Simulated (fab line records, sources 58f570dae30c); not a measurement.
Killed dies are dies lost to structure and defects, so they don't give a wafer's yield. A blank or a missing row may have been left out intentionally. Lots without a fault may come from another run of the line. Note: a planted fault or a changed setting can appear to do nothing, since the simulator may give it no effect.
Which tool did it? :: flow berkeley_cmos170 :: Sampling: 11 lots, 33 wafers, 4 of 331 route steps

## WHAT THE GAUGES SHOWED, per wafer
UCB170_V1_BOW_MEAS_03. Usual: V1_BOW gives 21 um (standard deviation 7.2).
lot: L951
measured: day 8 05:53
on: film_metro-02
V1_BOW (um): 25 31 24
flag: 

lot: L954
measured: day 8 05:53
on: film_metro-01
V1_BOW (um): 22 20 25
flag: 

lot: L953
measured: day 8 06:13
on: film_metro-02
V1_BOW (um): 28 28 12
flag: 

lot: L952
measured: day 8 06:14
on: film_metro-01
V1_BOW (um): 17 24 24
flag: 

lot: L958
measured: day 9 12:23
on: film_metro-03
V1_BOW (um): 14 33 19
flag: 

lot: L965
measured: day 10 20:26
on: film_metro-01
V1_BOW (um): 4 13 24
flag: 

lot: L966
measured: day 10 16:08
on: film_metro-02
V1_BOW (um): 16 26 26
flag: 

lot: L967
measured: day 10 16:28
on: film_metro-03
V1_BOW (um): 14 16 15
flag: 

lot: L971
measured: day 11 22:36
on: film_metro-01
V1_BOW (um): 36 28 14
flag: 

lot: L969
measured: day 11 19:53
on: film_metro-02
V1_BOW (um): 3 25 17
flag: 

lot: L974
measured: day 12 09:34
on: film_metro-01
V1_BOW (um): 15 15 32
flag: 

## WHAT TOOL EACH LOT RAN ON (gives the tool, then ch and the chambers of the sampled wafers, and finally the start)
lot: L951
UCB170_PFIELD_STRIP_08: plasma_asher-04 ch 0,1, day 5 04:44
UCB170_GATE_ETCH_14: rie_diel-04 ch 0,1, day 7 01:13
UCB170_M1_EXPOSE_06: krf_scanner-01 ch 0, day 7 23:53

lot: L954
UCB170_PFIELD_STRIP_08: plasma_asher-03 ch 1, day 5 05:02
UCB170_GATE_ETCH_14: rie_diel-03 ch 0,2, day 7 00:57
UCB170_M1_EXPOSE_06: krf_scanner-02 ch 0, day 7 23:25

lot: L953
UCB170_PFIELD_STRIP_08: plasma_asher-04 ch 0,1, day 5 05:18
UCB170_GATE_ETCH_14: rie_diel-04 ch 1,2, day 7 00:55
UCB170_M1_EXPOSE_06: krf_scanner-01 ch 0, day 7 23:41

lot: L952
UCB170_PFIELD_STRIP_08: plasma_asher-03 ch 0,1, day 5 05:32
UCB170_GATE_ETCH_14: rie_diel-03 ch 0,1,3, day 7 01:23
UCB170_M1_EXPOSE_06: krf_scanner-02 ch 0, day 8 01:05

lot: L958
UCB170_PFIELD_STRIP_08: plasma_asher-03 ch 0,1, day 6 04:00
UCB170_GATE_ETCH_14: rie_diel-03 ch 0,2,3, day 8 00:01
UCB170_M1_EXPOSE_06: krf_scanner-02 ch 0, day 9 06:37

lot: L965
UCB170_PFIELD_STRIP_08: plasma_asher-02 ch 0,1, day 7 14:40
UCB170_GATE_ETCH_14: rie_diel-04 ch 1,2,3, day 9 13:59
UCB170_M1_EXPOSE_06: krf_scanner-01 ch 0, day 10 14:50

lot: L966
UCB170_PFIELD_STRIP_08: plasma_asher-03 ch 0,1, day 7 14:51
UCB170_GATE_ETCH_14: rie_diel-03 ch 1,3, day 9 13:29
UCB170_M1_EXPOSE_06: krf_scanner-01 ch 0, day 10 09:34

lot: L967
UCB170_PFIELD_STRIP_08: plasma_asher-04 ch 0,1, day 7 15:40
UCB170_GATE_ETCH_14: rie_diel-04 ch 0,1, day 9 06:32
UCB170_M1_EXPOSE_06: krf_scanner-01 ch 0, day 10 09:25

lot: L971
UCB170_PFIELD_STRIP_08: plasma_asher-02 ch 0,1, day 8 12:44
UCB170_GATE_ETCH_14: rie_diel-04 ch 0,2,3, day 10 18:22
UCB170_M1_EXPOSE_06: krf_scanner-01 ch 0, day 11 18:31

lot: L969
UCB170_PFIELD_STRIP_08: plasma_asher-03 ch 0,1, day 8 12:54
UCB170_GATE_ETCH_14: rie_diel-03 ch 0,1, day 10 17:59
UCB170_M1_EXPOSE_06: krf_scanner-01 ch 0, day 11 15:56

lot: L974
UCB170_PFIELD_STRIP_08: plasma_asher-02 ch 0,1, day 9 07:11
UCB170_GATE_ETCH_14: rie_diel-04 ch 2,3, day 11 01:42
UCB170_M1_EXPOSE_06: krf_scanner-01 ch 0, day 12 05:20
- UCB170_PFIELD_STRIP_08: strips in O2.
- UCB170_GATE_ETCH_14: etches BARC in N2/H2.
- UCB170_M1_EXPOSE_06: exposes mask METAL1, target cd 700 nm.

## WHAT THE TOOLS THEMSELVES READ (means of the sampled wafers that have a number; where no wafer has one, the mark that the record gives instead)
UCB170_PFIELD_STRIP_08. Usual: drypump_motor_current_A 5.6 A, standard deviation 0.54; oes_product_au 0.735 a.u., standard deviation 0.0046; strip_time_to_endpoint_s 21.61 s, standard deviation 0.064.
lot: L951
tool: plasma_asher-04
drypump_motor_current_A (A): 5.9
oes_product_au (a.u.): 0.736
strip_time_to_endpoint_s (s): 21.66
flag: 

lot: L954
tool: plasma_asher-03
drypump_motor_current_A (A): 4.9
oes_product_au (a.u.): 0.733
strip_time_to_endpoint_s (s): 21.56
flag: 

lot: L953
tool: plasma_asher-04
drypump_motor_current_A (A): 5.9
oes_product_au (a.u.): 0.729
strip_time_to_endpoint_s (s): 21.65
flag: 

lot: L952
tool: plasma_asher-03
drypump_motor_current_A (A): 4.9
oes_product_au (a.u.): 0.735
strip_time_to_endpoint_s (s): 21.55
flag: 

lot: L958
tool: plasma_asher-03
drypump_motor_current_A (A): 4.9
oes_product_au (a.u.): 0.735
strip_time_to_endpoint_s (s): 21.58
flag: 

lot: L965
tool: plasma_asher-02
drypump_motor_current_A (A): 5.9
oes_product_au (a.u.): 0.730
strip_time_to_endpoint_s (s): 21.67
flag: 

lot: L966
tool: plasma_asher-03
drypump_motor_current_A (A): 4.9
oes_product_au (a.u.): 0.734
strip_time_to_endpoint_s (s): 21.61
flag: 

lot: L967
tool: plasma_asher-04
drypump_motor_current_A (A): 5.9
oes_product_au (a.u.): 0.735
strip_time_to_endpoint_s (s): 21.64
flag: 

lot: L971
tool: plasma_asher-02
drypump_motor_current_A (A): 5.9
oes_product_au (a.u.): 0.738
strip_time_to_endpoint_s (s): 21.56
flag: 

lot: L969
tool: plasma_asher-03
drypump_motor_current_A (A): 4.9
oes_product_au (a.u.): 0.735
strip_time_to_endpoint_s (s): 21.66
flag: 

lot: L974
tool: plasma_asher-02
drypump_motor_current_A (A): 5.9
oes_product_au (a.u.): 0.733
strip_time_to_endpoint_s (s): 21.53
flag: 

UCB170_GATE_ETCH_14. Usual: drypump_motor_current_A 5.8 A, standard deviation 0.35; oes_product_au 1.010 a.u., standard deviation 0.025; throttle_valve_pct 13.28 %, standard deviation 0.17.
lot: L951
tool: rie_diel-04
drypump_motor_current_A (A): 6.1
oes_product_au (a.u.): 1.013
throttle_valve_pct (%): 13.48
flag: 

lot: L954
tool: rie_diel-03
drypump_motor_current_A (A): 5.7
oes_product_au (a.u.): 1.021
throttle_valve_pct (%): 13.38
flag: 

lot: L953
tool: rie_diel-04
drypump_motor_current_A (A): 5.9
oes_product_au (a.u.): 0.999
throttle_valve_pct (%): 13.43
flag: 

lot: L952
tool: rie_diel-03
drypump_motor_current_A (A): 5.7
oes_product_au (a.u.): 0.977
throttle_valve_pct (%): 13.33
flag: 

lot: L958
tool: rie_diel-03
drypump_motor_current_A (A): 5.8
oes_product_au (a.u.): 1.001
throttle_valve_pct (%): 13.39
flag: 

lot: L965
tool: rie_diel-04
drypump_motor_current_A (A): 5.7
oes_product_au (a.u.): 1.013
throttle_valve_pct (%): 13.34
flag: 

lot: L966
tool: rie_diel-03
drypump_motor_current_A (A): 5.9
oes_product_au (a.u.): 0.973
throttle_valve_pct (%): 13.20
flag: 

lot: L967
tool: rie_diel-04
drypump_motor_current_A (A): 6.1
oes_product_au (a.u.): 1.021
throttle_valve_pct (%): 13.47
flag: 

lot: L971
tool: rie_diel-04
drypump_motor_current_A (A): 5.8
oes_product_au (a.u.): 1.021
throttle_valve_pct (%): 13.31
flag: 

lot: L969
tool: rie_diel-03
drypump_motor_current_A (A): 5.5
oes_product_au (a.u.): 0.991
throttle_valve_pct (%): 13.48
flag: 

lot: L974
tool: rie_diel-04
drypump_motor_current_A (A): 5.5
oes_product_au (a.u.): 1.016
throttle_valve_pct (%): 13.23
flag: 

UCB170_M1_EXPOSE_06. Usual: 20.995 for exposure_dose_mJ_cm2, sd 0.02.
lot: L951
tool: krf_scanner-01
exposure_dose_mJ_cm2: 21.014
flag: 

lot: L954
tool: krf_scanner-02
exposure_dose_mJ_cm2: 21.006
flag: 

lot: L953
tool: krf_scanner-01
exposure_dose_mJ_cm2: 21.005
flag: 

lot: L952
tool: krf_scanner-02
exposure_dose_mJ_cm2: 21.010
flag: 

lot: L958
tool: krf_scanner-02
exposure_dose_mJ_cm2: 20.862
flag: OFF

lot: L965
tool: krf_scanner-01
exposure_dose_mJ_cm2: 20.977
flag: 

lot: L966
tool: krf_scanner-01
exposure_dose_mJ_cm2: 21.000
flag: 

lot: L967
tool: krf_scanner-01
exposure_dose_mJ_cm2: 20.985
flag: 

lot: L971
tool: krf_scanner-01
exposure_dose_mJ_cm2: 21.007
flag: 

lot: L969
tool: krf_scanner-01
exposure_dose_mJ_cm2: 20.972
flag: 

lot: L974
tool: krf_scanner-01
exposure_dose_mJ_cm2: 21.011
flag: 

## THE ANSWER, worked out from the rows above alone
Rule: take the mean of a lot's wafers that have a number; if it is more than 3 standard deviations from the usual mean, the lot is off. Also off: a lot with no number at a reading for which 4 or more lots have one. The other lots that the step has rows for count as sound. Order of review: gauges by route order, followed by the tools' own readings, for which a lot's mean as printed above is used. The first step at which some lot is off is used, and at that step the reading that is off furthest; a lot without a number counts as furthest.
Off at UCB170_M1_EXPOSE_06 (exposure_dose_mJ_cm2): L958.
If a tool, at that step or one of the process steps before it, ran each lot that is off and ran no sound lot following the first of them, it fits. One fits: UCB170_M1_EXPOSE_06 on krf_scanner-02. A fault onset in the window from L952 (day 8 01:05, its last sound lot) to L958 (day 9 06:37, its first lot off) fits.
On the lots that are off, the tool's own readings at UCB170_M1_EXPOSE_06 differ by more than 5 times the standard deviation of the sound lots' means, which bears it out; exposure_dose_mJ_cm2 reads 20.862 there versus 20.999 on the sound lots.

## WHAT THE SIMULATOR PUT IN
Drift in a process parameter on krf_scanner-02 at UCB170_M1_EXPOSE_06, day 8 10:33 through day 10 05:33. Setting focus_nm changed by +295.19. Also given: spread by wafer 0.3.
Struck lots among those shown: L958. The rule above found the same.
